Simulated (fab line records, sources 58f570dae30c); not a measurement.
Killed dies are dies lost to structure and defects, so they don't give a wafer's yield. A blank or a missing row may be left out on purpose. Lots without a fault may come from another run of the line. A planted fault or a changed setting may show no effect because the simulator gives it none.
Split-lot experiment | flow berkeley_cmos170 | 5 lots, 23 wafers read, on a route of 331 steps

THE SPLIT
At UCB170_PVT_COAT_01 (resist thk 900 nm), the setting spin_rpm was moved away from the recipe's 1500 rpm on 7 of the 23 wafers read, by +6.7% to +7.3%. The other wafers ran this setting at the recipe's value.

The reading is taken at the split's own step.

THE READING
KrF_of_PVT_COAT_01.thk_nm (the simulator's own value, which no gauge read), in nm, at UCB170_PVT_COAT_01 (resist thk 900 nm). The file gives no usual value for it. The 16 wafers here that ran the recipe average 903.2 nm, standard deviation 2.8 nm.

wafer  | tool, chamber at the split | spin_rpm as run, rpm | against the recipe | KrF_of_PVT_COAT_01.thk_nm, nm | against lot-mates on the recipe
L076.1 | litho_track-02, 0          | 1500                 | recipe             | 900.7                         | -
L076.5 | litho_track-02, 0          | 1500                 | recipe             | 902.3                         | -
L076.6 | litho_track-02, 0          | 1500                 | recipe             | 900.1                         | -
L080.1 | litho_track-01, 0          | 1601                 | +6.7%              | 874.5                         | -29.5
L080.2 | litho_track-01, 0          | 1500                 | recipe             | 904.2                         | -
L080.3 | litho_track-01, 0          | 1500                 | recipe             | 905.3                         | -
L080.4 | litho_track-01, 0          | 1601                 | +6.7%              | 876.7                         | -27.3
L080.5 | litho_track-01, 0          | 1500                 | recipe             | 902.6                         | -
L082.1 | litho_track-02, 0          | 1500                 | recipe             | 905.2                         | -
L082.2 | litho_track-02, 0          | 1500                 | recipe             | 906                           | -
L082.4 | litho_track-02, 0          | 1500                 | recipe             | 906.2                         | -
L082.5 | litho_track-02, 0          | 1500                 | recipe             | 901.7                         | -
L082.6 | litho_track-02, 0          | 1500                 | recipe             | 906.1                         | -
L081.2 | litho_track-04, 0          | 1609                 | +7.3%              | 873.7                         | -31.4
L081.3 | litho_track-04, 0          | 1500                 | recipe             | 903.3                         | -
L081.4 | litho_track-04, 0          | 1609                 | +7.3%              | 874                           | -31.1
L081.5 | litho_track-04, 0          | 1500                 | recipe             | 906.9                         | -
L081.6 | litho_track-04, 0          | 1500                 | recipe             | 905.1                         | -
L085.1 | litho_track-02, 0          | 1600                 | +6.7%              | 872                           | -26.2
L085.2 | litho_track-02, 0          | 1500                 | recipe             | 897.2                         | -
L085.4 | litho_track-02, 0          | 1500                 | recipe             | 899.1                         | -
L085.5 | litho_track-02, 0          | 1600                 | +6.7%              | 869.7                         | -28.5
L085.6 | litho_track-02, 0          | 1600                 | +6.7%              | 869.1                         | -29.1

THE FIT
A straight line over all 23 wafers: KrF_of_PVT_COAT_01.thk_nm changes by -4.42 nm for each +1% of spin_rpm; r = -0.98; the points scatter about the line by 3 nm.
The same after taking each lot's own level away (the mean of its wafers on the recipe; 23 wafers): -4.23 nm for each +1%; r = -1.00; scatter 1.3 nm.
On that fit, the largest move of spin_rpm shifts the reading by 31 nm.
The lots' own levels span 898.15 to 905.10 nm, that is 2.5 times the standard deviation above.
So the lot-to-lot level changes the slope little: the two slopes agree.
Check: with one of the wafers moved furthest among these (+7.3%) left out of the fit, the line predicts -30.6 nm for it against its lot-mates. It came out at -31.4 nm against them.

OTHER SPLITS ON THESE WAFERS
These wafers also went through other splits before the reading. Each is held against what the fit with the lots' levels taken away leaves over:
other split on the same wafers      | wafers away from the commonest value | r with KrF_of_PVT_COAT_01.thk_nm (lot level and that fit taken away)
UCB170_ZERO_COAT_01 resist_thk_nm   | 6                                    | -0.06
UCB170_NWELL_CVD_04 pressure_mtorr  | 18                                   | +0.05
UCB170_NWELL_IMPLANT_14 energy_kev  | 7                                    | +0.38
UCB170_ACTIVE_COAT_08 resist_thk_nm | 8                                    | +0.20
UCB170_ACTIVE_ETCH_15 time_s        | 10                                   | -0.30

THE WHOLE CHAIN: every reading that the file lists as answering this split, in the file's order
step                | what it does      | reading                                                                    | change (the file's fit)              | r (the file's)
UCB170_PVT_COAT_01  | resist thk 900 nm | KrF_of_PVT_COAT_01.thk_nm (the simulator's own value, which no gauge read) | -4.24 nm for each +1% of the setting | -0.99
UCB170_PVT_STRIP_08 | strips in O2      | strip_time_to_endpoint_s                                                   | withheld for each +1% of the setting | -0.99

THE FILE'S OWN FIT
KrF_of_PVT_COAT_01.thk_nm changes by -4.24 nm for each +1% of spin_rpm, r = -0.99.
